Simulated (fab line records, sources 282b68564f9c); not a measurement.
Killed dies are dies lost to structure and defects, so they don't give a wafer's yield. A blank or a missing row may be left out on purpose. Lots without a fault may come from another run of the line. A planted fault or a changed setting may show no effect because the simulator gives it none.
Problem report in the 8D (eight disciplines) form, filled by code | flow rit_cmos | the parts of the form that need people (team, actions taken, sign-off) are left out

1. THE PROBLEM
SPACER_NITRIDE_THK at RIT_SPACER_THK_MEAS_04 reads a mean of 264.6 nm on 6 wafers of 2 lots; wafers without a fault read 250.7 nm with a standard deviation of 2.8. That is +5.0 standard deviations from the usual mean.
First seen on wafer L196.1, day 3 14:21, on film_metro-01. The record holds 42 wafers of 14 lots with a number at this step. Rule for "out", or "out of limits": more than 4 standard deviations from the usual mean. The other wafers with a number count as sound.

2. WHAT IT IS AND WHAT IT IS NOT
question                    | is                           | is not
which readings at this step | SPACER_NITRIDE_THK           | -
which lots                  | L196, L198                   | L193, L194, L200, L204, L205, L210, L211, L212, L213, L214, L215, L216
which wafers of those lots  | all that have a number       | -
read on which gauges        | film_metro-01, film_metro-02 | film_metro-04
when                        | from day 3 14:21             | up to then (6 sound wafers); but 30 sound wafers of L200, L204, L205, L210, L211, L212, L213, L214, L215, L216 came after

3. SUSPECTS, AND WHAT RULES EACH OUT
Counting: a tool at a process step up to the reading stays a suspect if it ran every lot that is out and no sound lot after the first of them.
- the gauge at RIT_SPACER_THK_MEAS_04: ruled out. The wafers that are out were read on 2 gauges (film_metro-01, film_metro-02).
- lpcvd-02 at RIT_SPACER_CVD_03 (deposits Si3N4 from SiH2Cl2/NH3, target thk 250 nm, time 3300 s): ruled out as a lasting fault. Sound lots L210, L211, L212, L213, L215 ran on it after its first lot that is out, L196 (day 3 12:26).
Left after counting: nothing in the record.

4. THE CAUSE (what the simulator had put in)
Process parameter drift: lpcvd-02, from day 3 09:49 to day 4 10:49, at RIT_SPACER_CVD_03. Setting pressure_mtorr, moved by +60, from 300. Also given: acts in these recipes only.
Counting ruled it out, wrongly: the rule takes a fault to strike every lot that its tool runs from its start on, and this one did not.

5. THE CHAIN OF EFFECTS, in route order
Each row: a reading whose mean over the struck wafers that have a number lies more than 3 standard deviations from the usual. Only readings for which the record gives a usual standard deviation are gone through. hours: the time from each lot's start at the first step in this table that gives one to its start at this step, as a median over the lots. sigmas: the change in usual standard deviations.
hours | step                   | reading            | usual       | on struck wafers | change | sigmas
0     | RIT_SPACER_CVD_03      | pressure_mtorr     | 300.2 mTorr | 360.6            | +60.4  | +99 or more
2     | RIT_SPACER_THK_MEAS_04 | SPACER_NITRIDE_THK | 250.7 nm    | 264.6            | +13.9  | +5.0
The process steps in it:
- RIT_SPACER_CVD_03: deposits Si3N4 from SiH2Cl2/NH3, target thk 250 nm, time 3300 s.
Later measuring or inspecting steps at which every struck wafer that the step has a row for has a number for every such reading, and none has moved that far: RIT_CONTACT_THK_MEAS_01.

6. WHAT WOULD HAVE CAUGHT IT SOONER
In this record the first reading out of limits at a measuring or inspecting step was taken at day 3 14:21, 5 hours after the fault began at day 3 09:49.
The tool's own readings at RIT_SPACER_CVD_03 were out on every struck wafer that the step has a row for (pressure_mtorr): an alarm limit on them would have fired on the first of those.
